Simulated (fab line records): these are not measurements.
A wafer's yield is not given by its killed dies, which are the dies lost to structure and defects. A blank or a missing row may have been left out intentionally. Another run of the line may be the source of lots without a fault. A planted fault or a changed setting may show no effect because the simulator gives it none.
Matching of chambers | flow berkeley_cmos170 | rie_diel-03 running UCB170_GATE_ETCH_14: 4 sister chambers
The step etches BARC in N2/H2. 4 wafers are shown with their chamber, then 7 later ones without.

WAFERS PAIRED WITH THEIR CHAMBERS
wafer  | chamber | throttle_valve_pct (%)
L232.4 | 0       | 13.18
L232.5 | 3       | 12.89
L240.1 | 2       | 13.49
L240.3 | 1       | 13.58

WAFERS MISSING THEIR CHAMBER
wafer  | throttle_valve_pct (%)
L240.4 | 12.91
L238.1 | 12.90
L238.3 | 13.19
L238.4 | 13.45
L245.1 | 12.91
L245.4 | 13.59
L245.6 | 13.48

CHAMBER TAKEN BY EACH
wafer  | from the rows above | in truth
L240.4 | 3                   | 3
L238.1 | 3                   | 3
L238.3 | 0                   | 0
L238.4 | 2                   | 2
L245.1 | 3                   | 3
L245.4 | 1                   | 1
L245.6 | 2                   | 2
Placed correctly: 7 of 7. Not placeable from these rows: 0. Placed wrongly: 0.
How it was worked out, from the rows above alone: a wafer's distance from a chamber is the root of the sum, over the readings, of the square of ((its reading less the chamber's mean) divided by the reading's scatter). The wafer belongs to the nearest chamber; if the next one is less than 2 further off, it can't be placed. For every chamber, the mean is computed from those of its wafers that are shown. The scatter: root of mean squared gap, hidden wafer to nearest shown wafer, with one shown wafer a chamber.
